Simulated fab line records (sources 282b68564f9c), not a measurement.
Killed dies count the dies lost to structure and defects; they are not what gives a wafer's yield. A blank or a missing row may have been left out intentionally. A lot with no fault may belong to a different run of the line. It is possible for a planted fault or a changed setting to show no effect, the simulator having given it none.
Split-lot study / flow rit_cmos / 5 lots, 23 wafers read, on a route of 202 steps

== THE SPLIT ==
At RIT_GATE_CVD_08 (deposits poly-Si from SiH4, target thk 250 nm, time 2220 s), the setting temp_c was moved away from the recipe's 610 C on 15 of the 23 wafers read, by -2.2% to +3.0%. This setting was run at the recipe's value on the other wafers.

== FROM THE SPLIT TO THE READING: what the file shows between them, 3 steps ==
- RIT_GATE_THK_MEAS_09
- RIT_GATE_DEVELOP_15: develop time 50 s (also split here: dev_temp_c)
- RIT_GATE_HARDBAKE_18: time 60 s

== THE READING ==
oes_product_au, in a.u., at RIT_GATE_ETCH_19 (etches poly-Si in SF6/CHF3/O2, stops on SiO2, time 165 s, target depth 312.5 nm). On this fab line, fault-free wafers typically give 0.854 a.u. with a standard deviation of 0.013 a.u.

wafer=L075.1; tool, chamber at the split=-, -; temp_c as run, C=610; against the recipe=recipe; oes_product_au, a.u.=0.844; against lot-mates on the recipe=-
wafer=L075.2; tool, chamber at the split=-, -; temp_c as run, C=610; against the recipe=recipe; oes_product_au, a.u.=0.859; against lot-mates on the recipe=-
wafer=L075.4; tool, chamber at the split=-, -; temp_c as run, C=610; against the recipe=recipe; oes_product_au, a.u.=0.842; against lot-mates on the recipe=-
wafer=L075.5; tool, chamber at the split=-, -; temp_c as run, C=610; against the recipe=recipe; oes_product_au, a.u.=0.855; against lot-mates on the recipe=-
wafer=L075.6; tool, chamber at the split=-, -; temp_c as run, C=610; against the recipe=recipe; oes_product_au, a.u.=0.845; against lot-mates on the recipe=-
wafer=L078.1; tool, chamber at the split=-, -; temp_c as run, C=628; against the recipe=+3.0%; oes_product_au, a.u.=0.991; against lot-mates on the recipe=no lot-mate on the recipe
wafer=L078.2; tool, chamber at the split=-, -; temp_c as run, C=628; against the recipe=+3.0%; oes_product_au, a.u.=1.003; against lot-mates on the recipe=no lot-mate on the recipe
wafer=L078.3; tool, chamber at the split=-, -; temp_c as run, C=628; against the recipe=+3.0%; oes_product_au, a.u.=1.013; against lot-mates on the recipe=no lot-mate on the recipe
wafer=L078.5; tool, chamber at the split=-, -; temp_c as run, C=628; against the recipe=+3.0%; oes_product_au, a.u.=0.992; against lot-mates on the recipe=no lot-mate on the recipe
wafer=L078.6; tool, chamber at the split=-, -; temp_c as run, C=628; against the recipe=+3.0%; oes_product_au, a.u.=1.027; against lot-mates on the recipe=no lot-mate on the recipe
wafer=L081.1; tool, chamber at the split=lpcvd-02, 1; temp_c as run, C=610; against the recipe=recipe; oes_product_au, a.u.=0.833; against lot-mates on the recipe=-
wafer=L081.3; tool, chamber at the split=lpcvd-02, 1; temp_c as run, C=610; against the recipe=recipe; oes_product_au, a.u.=0.847; against lot-mates on the recipe=-
wafer=L081.6; tool, chamber at the split=lpcvd-02, 1; temp_c as run, C=610; against the recipe=recipe; oes_product_au, a.u.=0.842; against lot-mates on the recipe=-
wafer=L084.1; tool, chamber at the split=-, -; temp_c as run, C=618.9; against the recipe=+1.5%; oes_product_au, a.u.=1.014; against lot-mates on the recipe=no lot-mate on the recipe
wafer=L084.2; tool, chamber at the split=-, -; temp_c as run, C=618.9; against the recipe=+1.5%; oes_product_au, a.u.=0.979; against lot-mates on the recipe=no lot-mate on the recipe
wafer=L084.3; tool, chamber at the split=-, -; temp_c as run, C=618.9; against the recipe=+1.5%; oes_product_au, a.u.=0.990; against lot-mates on the recipe=no lot-mate on the recipe
wafer=L084.4; tool, chamber at the split=-, -; temp_c as run, C=618.9; against the recipe=+1.5%; oes_product_au, a.u.=0.993; against lot-mates on the recipe=no lot-mate on the recipe
wafer=L084.6; tool, chamber at the split=-, -; temp_c as run, C=618.9; against the recipe=+1.5%; oes_product_au, a.u.=1.009; against lot-mates on the recipe=no lot-mate on the recipe
wafer=L085.1; tool, chamber at the split=-, -; temp_c as run, C=596.4; against the recipe=-2.2%; oes_product_au, a.u.=0.672; against lot-mates on the recipe=no lot-mate on the recipe
wafer=L085.3; tool, chamber at the split=-, -; temp_c as run, C=596.4; against the recipe=-2.2%; oes_product_au, a.u.=0.686; against lot-mates on the recipe=no lot-mate on the recipe
wafer=L085.4; tool, chamber at the split=-, -; temp_c as run, C=596.4; against the recipe=-2.2%; oes_product_au, a.u.=0.662; against lot-mates on the recipe=no lot-mate on the recipe
wafer=L085.5; tool, chamber at the split=-, -; temp_c as run, C=596.4; against the recipe=-2.2%; oes_product_au, a.u.=0.689; against lot-mates on the recipe=no lot-mate on the recipe
wafer=L085.6; tool, chamber at the split=-, -; temp_c as run, C=596.4; against the recipe=-2.2%; oes_product_au, a.u.=0.689; against lot-mates on the recipe=no lot-mate on the recipe

FIT RESULTS
A straight line over all 23 wafers: oes_product_au changes by +0.0672 a.u. for each +1% of temp_c; r = +0.96; the points scatter about the line by 0.035 a.u.
Too few moved wafers have a lot-mate on the recipe to fit a line with each lot's own level taken away.

== THE WHOLE CHAIN: every reading that the file lists as answering this split, in the file's order ==
step=RIT_GATE_CVD_08; what it does=deposits poly-Si from SiH4, target thk 250 nm, time 2220 s; reading=poly-Si_of_GATE_CVD_08.thk_nm (the simulator's own value, which no gauge read); change (the file's fit)=+38.3 nm for each +1% of the setting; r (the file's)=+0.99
step=RIT_GATE_THK_MEAS_09; what it does=; reading=GATE_POLY_THK; change (the file's fit)=+38.2 for each +1% of the setting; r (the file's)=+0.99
step=RIT_GATE_ETCH_19; what it does=etches poly-Si in SF6/CHF3/O2, stops on SiO2, time 165 s, target depth 312.5 nm; reading=oes_product_au; change (the file's fit)=+0.0673 a.u. for each +1% of the setting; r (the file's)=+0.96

== FILE'S OWN FIT ==
oes_product_au changes by +0.0673 a.u. for each +1% of temp_c, r = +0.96.
